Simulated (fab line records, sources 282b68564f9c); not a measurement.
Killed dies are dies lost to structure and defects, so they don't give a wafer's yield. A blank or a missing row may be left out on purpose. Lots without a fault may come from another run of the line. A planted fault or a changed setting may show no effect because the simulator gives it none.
Which tool did it? | flow rit_cmos | 14 lots, 42 wafers sampled, at 6 steps of a route of 202

WHAT THE GAUGES READ, wafer by wafer
RIT_ACTIVE_THK_MEAS_02. Usual: ACTIVE_OXIDE_THK 44.3 nm, standard deviation 0.97.
lot  | measured    | on            | ACTIVE_OXIDE_THK (nm) | flag
L626 | day 1 12:04 | film_metro-01 | 44.7 45.7 44.7        |
L627 | day 1 17:03 | film_metro-01 | 45.8 45.4 45.2        |
L628 | day 1 22:04 | film_metro-03 | 43.8 44.9 44.3        |
L632 | day 2 18:05 | film_metro-03 | 44.2 43.8 44.6        |
L633 | day 2 23:04 | film_metro-01 | 43.1 43.3 43.3        |
L634 | day 3 04:03 | film_metro-02 | 43.7 43.3 43.4        |
L635 | day 3 11:11 | film_metro-03 | 42.9 43.6 43.8        |
L637 | day 3 21:30 | film_metro-03 | 45.0 45.7 45.1        |
L640 | day 4 10:03 | film_metro-01 | 45.0 44.5 43.8        |
L642 | day 4 20:04 | film_metro-02 | 42.9 43.0 43.4        |
L643 | day 5 01:13 | film_metro-03 | 43.9 43.1 43.2        |
L644 | day 5 06:04 | film_metro-02 | 44.0 44.3 44.8        |
L647 | day 5 21:03 | film_metro-03 | 43.3 43.5 43.5        |
L648 | day 6 03:26 | film_metro-03 | 43.2 43.5 43.0        |

RIT_NWELL_TW_MEAS_10. Usual: NWELL_TW 2158, standard deviation 28.
lot  | measured    | on            | NWELL_TW       | flag
L626 | day 1 21:01 | film_metro-04 | 2166 2177 2175 |
L627 | day 2 02:45 | film_metro-03 | 2206 2199 2203 |
L628 | day 2 06:56 | film_metro-01 | 2118 2110 2111 |
L632 | day 3 03:05 | film_metro-01 | 2123 2125 2119 |
L633 | day 3 09:01 | film_metro-01 | 2131 2118 2139 |
L634 | day 3 23:07 | film_metro-01 | 2127 2121 2128 |
L635 | day 4 02:04 | film_metro-04 | 2150 2159 2165 |
L637 | day 4 06:28 | film_metro-01 | 2122 2116 2133 |
L640 | day 4 19:08 | film_metro-04 | 2157 2163 2155 |
L642 | day 5 04:54 | film_metro-04 | 2145 2163 2159 |
L643 | day 5 10:58 | film_metro-04 | 2157 2165 2159 |
L644 | day 5 16:19 | film_metro-04 | 2144 2149 2152 |
L647 | day 6 07:17 | film_metro-03 | 2191 2198 2192 |
L648 | day 6 12:19 | film_metro-04 | 2147 2162 2151 |

RIT_PLDD_OVL_MEAS_06. Usual: PLDD_OVL -0.8 nm, standard deviation 1.8.
lot  | measured    | on         | PLDD_OVL (nm)  | flag
L626 | day 2 18:47 | overlay-01 | 0.7 -1.3 0.1   |
L627 | day 3 00:39 | overlay-01 | -0.6 -0.8 -1.7 |
L628 | day 3 04:24 | overlay-02 | -1.8 -2.9 -1.0 |
L632 | day 4 07:09 | overlay-02 | 0.6 1.4 1.0    |
L633 | day 4 10:22 | overlay-02 | 1.2 1.3 0.8    |
L634 | day 4 21:37 | overlay-01 | -3.6 -4.2 -5.0 |
L635 | day 5 00:40 | overlay-02 | -1.4 -2.9 -1.6 |
L637 | day 5 08:10 | overlay-02 | -1.0 -1.0 -1.4 |
L640 | day 5 19:53 | overlay-01 | -1.4 0.2 0.2   |
L642 | day 6 02:16 | overlay-02 | 1.4 1.2 1.4    |
L643 | day 6 09:53 | overlay-02 | -2.1 -2.6 -3.6 |
L644 | day 6 14:13 | overlay-02 | -1.3 0.1 -1.5  |
L647 | day 7 05:13 | overlay-02 | -0.7 -1.4 -1.5 |
L648 | day 7 10:46 | overlay-02 | -0.8 -0.5 -2.1 |

RIT_SILICIDE_RS_MEAS_02: measures by four-point-probe. Usual: SILICIDE_TI_RS 48.7 ohm/sq, standard deviation 0.96.
lot  | measured    | on            | SILICIDE_TI_RS (ohm/sq) | flag
L626 | day 3 01:58 | film_metro-02 | 49.2 49.9 50.0          |
L627 | day 3 07:58 | film_metro-04 | 49.5 49.7 49.0          |
L628 | day 3 11:32 | film_metro-04 | 49.6 50.4 50.2          |
L632 | day 4 14:43 | film_metro-02 | 50.2 48.9 49.4          |
L633 | day 4 17:53 | film_metro-01 | 47.5 49.5 48.7          |
L634 | day 5 04:49 | film_metro-01 | 48.8 48.0 48.7          |
L635 | day 5 07:41 | film_metro-04 | 50.0 49.7 50.5          |
L637 | day 5 15:29 | film_metro-01 | 48.3 48.9 48.9          |
L640 | day 6 02:52 | film_metro-02 | 84.3 84.4 84.8          | OFF
L642 | day 6 09:31 | film_metro-04 | 86.8 86.3 86.2          | OFF
L643 | day 6 17:08 | film_metro-01 | 47.1 47.1 47.3          |
L644 | day 6 21:29 | film_metro-02 | 48.5 47.4 48.1          |
L647 | day 7 12:19 | film_metro-02 | 48.4 47.4 47.1          |
L648 | day 7 18:07 | film_metro-04 | 48.3 49.7 49.3          |

RIT_SILICIDE_THK_MEAS_03: measures by xrf. Usual: SILICIDE_TI_THK 29.9 nm, standard deviation 0.5.
lot  | measured    | on            | SILICIDE_TI_THK (nm) | flag
L626 | day 3 02:04 | film_metro-02 | 29.6 29.3 29.3       |
L627 | day 3 08:05 | film_metro-04 | 29.6 29.4 29.7       |
L628 | day 3 11:38 | film_metro-04 | 29.3 29.1 29.2       |
L632 | day 4 14:49 | film_metro-02 | 29.2 29.7 29.5       |
L633 | day 4 17:59 | film_metro-01 | 30.3 29.5 29.7       |
L634 | day 5 04:56 | film_metro-01 | 29.9 30.3 29.9       |
L635 | day 5 07:48 | film_metro-04 | 29.5 29.4 29.1       |
L637 | day 5 15:36 | film_metro-01 | 30.3 30.0 30.1       |
L640 | day 6 02:59 | film_metro-02 | 19.4 19.3 19.3       | OFF
L642 | day 6 09:37 | film_metro-04 | 19.0 19.1 19.1       | OFF
L643 | day 6 17:14 | film_metro-01 | 30.8 30.9 30.8       |
L644 | day 6 21:36 | film_metro-02 | 29.9 30.6 30.1       |
L647 | day 7 12:26 | film_metro-02 | 30.0 30.5 30.8       |
L648 | day 7 18:13 | film_metro-04 | 30.2 29.2 29.5       |

WHICH TOOL RAN EACH LOT (tool, then ch and the chambers of the sampled wafers, then the start)
lot  | RIT_SILICIDE_SPUTTER_01
L626 | pvd_sputter-01, day 3 01:47
L627 | pvd_sputter-01, day 3 07:49
L628 | pvd_sputter-01, day 3 11:22
L632 | pvd_sputter-04, day 4 14:31
L633 | pvd_sputter-03, day 4 17:41
L634 | pvd_sputter-04, day 5 04:40
L635 | pvd_sputter-01, day 5 07:32
L637 | pvd_sputter-04, day 5 15:20
L640 | pvd_sputter-01, day 6 02:43
L642 | pvd_sputter-01, day 6 09:19
L643 | pvd_sputter-03, day 6 16:57
L644 | pvd_sputter-04, day 6 21:19
L647 | pvd_sputter-04, day 7 12:10
L648 | pvd_sputter-03, day 7 17:55
- RIT_SILICIDE_SPUTTER_01: material Ti, target thk 30 nm, time 236.4 s.

WHAT THE TOOLS THEMSELVES READ (means of the sampled wafers that have a number; where no wafer has one, the mark that the record gives instead)
RIT_SILICIDE_SPUTTER_01. Usual: throttle_valve_pct 30.7 %, standard deviation 0.62.
lot  | tool           | throttle_valve_pct (%) | flag
L626 | pvd_sputter-01 | 30.9                   |
L627 | pvd_sputter-01 | 31.0                   |
L628 | pvd_sputter-01 | 30.6                   |
L632 | pvd_sputter-04 | 30.7                   |
L633 | pvd_sputter-03 | 30.7                   |
L634 | pvd_sputter-04 | 31.0                   |
L635 | pvd_sputter-01 | 30.3                   |
L637 | pvd_sputter-04 | 30.9                   |
L640 | pvd_sputter-01 | 31.1                   |
L642 | pvd_sputter-01 | 30.8                   |
L643 | pvd_sputter-03 | 30.5                   |
L644 | pvd_sputter-04 | 30.7                   |
L647 | pvd_sputter-04 | 30.4                   |
L648 | pvd_sputter-03 | 30.6                   |

THE ANSWER, worked out from the rows above alone
Rule: a lot is off if the mean of its wafers that have a number lies more than 3 standard deviations from the usual mean. A lot without any number at a reading at which 4 lots or more have one is off too. The other lots that the step has rows for count as sound. The gauges are gone through in route order, then the tools' own readings, and for those a lot's mean is taken as printed above. The first step at which some lot is off is used, and at that step the reading that is off furthest; a lot without a number counts as furthest.
Off: L640, L642, at RIT_SILICIDE_RS_MEAS_02 (SILICIDE_TI_RS).
A tool fits if, at a process step before that reading, it ran every lot that is off, and no sound lot after the first of them. The gauges at RIT_SILICIDE_RS_MEAS_02 are tried like those tools. One fits: pvd_sputter-01 at RIT_SILICIDE_SPUTTER_01. Its last sound lot is L635 (day 5 07:32), its first lot that is off L640 (day 6 02:43): a fault that began between those two fits.

WHAT THE SIMULATOR HAD PUT IN
Process parameter drift: pvd_sputter-01, from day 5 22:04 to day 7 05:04, at RIT_SILICIDE_SPUTTER_01. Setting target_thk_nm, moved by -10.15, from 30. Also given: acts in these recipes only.
Lots struck among those shown: L640, L642. The rule above found the same.
